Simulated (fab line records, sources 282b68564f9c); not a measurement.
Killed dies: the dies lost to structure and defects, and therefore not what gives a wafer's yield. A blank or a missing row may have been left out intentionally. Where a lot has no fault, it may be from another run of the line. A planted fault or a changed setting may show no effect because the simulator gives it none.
A lot that was struck, set against a sound lot :: flow rit_cmos :: 18 out of 202 route steps
Sound: wafers L153.3, L153.4, L153.6. The struck wafers were L156.1, L156.3, L156.6. The cause is given at the end.
Order at every step that has rows: each side's tool, ch and its chambers, its first start. Under that, the readings that differ: sound wafers :: struck wafers :: difference of the means :: sigmas: that difference in standard deviations of wafers without a fault.
alike: readings whose means differ by less than 2 such deviations, and words and numbers that are the same on both sides. not compared: withheld readings, readings that some wafer has no value for, bounds like >300 that may hide the same value, and numbers for which the record gives no deviation and whose values overlap.
A row with sigmas, a row that says differs or no value, or rows on one side alone: a step with any of these is where the two part. When numbers do not overlap yet have no deviation, they are printed without sigmas and do not part them. A reading missing from all wafers of one side parts the sides only when that side holds two or more wafers.

first, 4 steps without rows for these wafers: RIT_PSD_SOFTBAKE_02 (time 60 s); RIT_PSD_EXPOSE_03 (exposes mask M10, target cd 40900 nm); RIT_PSD_PEB_04; RIT_PSD_DEVELOP_05 (develop time 50 s).
RIT_PSD_OVL_MEAS_06:
  struck on overlay-02, day 3 21:33; sound on overlay-01, day 3 06:27
reading: PSD_OVL (nm)
sound: -1.1 -1.2 -3.5
struck: 1.6 1.9 2.0
difference: +3.8
sigmas: +3
then, 2 steps without rows for these wafers: RIT_PSD_HARDBAKE_07 (time 60 s); RIT_PSD_IMPLANT_08.
RIT_PSD_STRIP_09: strips in O2, time 180 s.
  sound on plasma_asher-04 ch 0,1, day 3 06:50; struck on plasma_asher-03 ch 1, day 3 21:53
  alike: drypump_motor_current_A, o2_flow_sccm
  not compared: rf_hours_counter_h
RIT_PSD_TW_MEAS_10:
  struck on film_metro-03, day 3 22:04; sound on film_metro-04, day 3 06:58
  alike: PSD_TW
then, 3 steps without rows for these wafers: RIT_SDANNEAL_CLEAN_00 (cleans in SC1, time 600 s); RIT_SDANNEAL_CLEAN_01 (cleans in dHF, time 30 s); RIT_SDANNEAL_CLEAN_02 (cleans in SC2, time 600 s).
RIT_SDANNEAL_RTA_03: time 5 s.
  sound on rtp_anneal-01 ch 0, day 3 07:25; struck on rtp_anneal-02 ch 0, day 3 22:29
reading: wafer_temp_C_max
sound: 1053.7 1054.0 1052.6
struck: 1087.9 1087.1 1086.6
difference: +33.8
sigmas: +31
RIT_SDANNEAL_RS_MEAS_04: measures by four-point-probe.
  struck on film_metro-03, day 3 22:33; sound on film_metro-04, day 3 07:29
reading: PSD_RS (ohm/sq)
sound: 115.9 116.1 116.0
struck: 94.2 94.5 94.3
difference: -21.7
sigmas: -72
RIT_SDANNEAL_RS_MEAS_05: measures by four-point-probe.
  struck on film_metro-03, day 3 22:40; sound on film_metro-04, day 3 07:37
reading: NSD_RS (ohm/sq)
sound: 84.6 84.2 84.5
struck: 84.0 83.4 83.4
difference: -0.8
sigmas: -3
RIT_SDANNEAL_RS_MEAS_06: measures by four-point-probe.
  struck on film_metro-03, day 3 22:47; sound on film_metro-04, day 3 07:44
reading: PLDD_RS (ohm/sq)
sound: 178.4 178.6 178.8
struck: 159.7 160.0 159.5
difference: -18.9
sigmas: -39
RIT_SDANNEAL_RS_MEAS_07: measures by four-point-probe.
  struck on film_metro-03, day 3 22:55; sound on film_metro-04, day 3 07:51
reading: NLDD_RS (ohm/sq)
sound: 151.9 151.7 151.5
struck: 149.6 149.6 150.0
difference: -2.0
sigmas: -3
RIT_M1_PROBE_99:
  struck on prober-02, day 4 06:28; sound on prober-01, day 3 16:06
reading: killed_at_front_end
sound: 12 5 18
struck: 5 3 8
difference: -6
sigmas: -2

reading: killed_dies
sound: 12 5 18
struck: 5 3 8
difference: -6
sigmas: -2
  alike: killed_at_M0_to_M3, killed_open, killed_short

== WHERE THEY PART ==
First at RIT_PSD_OVL_MEAS_06; last, within this record, at RIT_M1_PROBE_99.

WHY: the cause the simulator had injected
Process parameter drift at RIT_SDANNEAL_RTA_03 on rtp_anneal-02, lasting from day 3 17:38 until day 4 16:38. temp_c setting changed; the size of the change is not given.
